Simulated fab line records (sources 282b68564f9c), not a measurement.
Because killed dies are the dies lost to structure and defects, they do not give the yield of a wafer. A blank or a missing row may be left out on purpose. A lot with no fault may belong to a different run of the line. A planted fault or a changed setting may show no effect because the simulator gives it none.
8D (eight disciplines) problem report, filled in by code || flow ritCmos || the parts of the form that need people (team, actions taken, sign-off) are left out

== 1. THE PROBLEM ==
spinSpeedRpm at RIT_GATE_COAT_11 reads a mean of 4465 rpm on 6 wafers of 2 lots; wafers without a fault read 4250 rpm with a standard deviation of 3.3. Measured from the usual mean, that is +65 standard deviations.
The step: resist thk 850 nm.
The first sign was on wafer L135.1 at day 6 03:52, on lithoTrack-04. The record has a number at this step for 42 wafers belonging to 14 lots. Rule for "out" (also "out of limits"): further than 4 standard deviations from the usual mean. All remaining wafers that have a number are taken as sound.

== 2. WHAT IT IS AND WHAT IT IS NOT ==
{"question": "which readings at this step", "is": "spinSpeedRpm", "is not": "chillPlateTempC, resistLineTempC"}
{"question": "which lots", "is": "L135, L136", "is not": "L120, L122, L123, L124, L126, L128, L129, L130, L138, L141, L142, L143"}
{"question": "which wafers of those lots", "is": "all that have a number", "is not": "-"}
{"question": "read on which tools", "is": "lithoTrack-04", "is not": "lithoTrack-01, lithoTrack-03"}
{"question": "when", "is": "from day 6 03:52", "is not": "up to then (24 sound wafers); but 12 sound wafers of L138, L141, L142, L143 came after"}

== 3. WHAT RULES OUT EACH SUSPECT ==
Counting: a tool at any process step up to the reading remains a suspect when it ran all the lots that are out and ran no sound lot after the first of those.
- lithoTrack-04 at RIT_GATE_COAT_11 (resist thk 850 nm): kept. All lots that are out passed through it, beginning with L135 at day 6 03:52, and no sound lot followed; its final sound lot before that point was L126 at day 3 23:31. Its own spinSpeedRpm readings are out on those wafers.
After counting, what remains is lithoTrack-04 at RIT_GATE_COAT_11.

== 4. THE CAUSE (what the simulator had put in) ==
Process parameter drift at RIT_GATE_COAT_11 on lithoTrack-04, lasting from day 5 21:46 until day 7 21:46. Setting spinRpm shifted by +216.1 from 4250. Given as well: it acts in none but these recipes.
The count eliminated every tool but this one.

== 5. SEQUENCE OF EFFECTS, ordered by route ==
Each row: a reading where the mean over the struck wafers with a number is more than 3 standard deviations away from the usual. Only readings for which the record gives a usual standard deviation are gone through. hours: the time from each lot's start at the first step in this table that gives one to its start at this step, as a median over the lots. sigmas: the change in usual standard deviations.
{"hours": 0, "step": "RIT_GATE_COAT_11", "reading": "spinSpeedRpm", "usual": "4250 rpm", "on struck wafers": 4465, "change": "+215", "sigmas": "+65"}
Here are the process steps it includes:
- RIT_GATE_COAT_11: resist thk 850 nm.

== 6. HOW IT WOULD HAVE BEEN CAUGHT EARLIER ==
In this record the first reading out of limits was taken at day 6 03:52, 6 hours after the fault began at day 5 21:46.
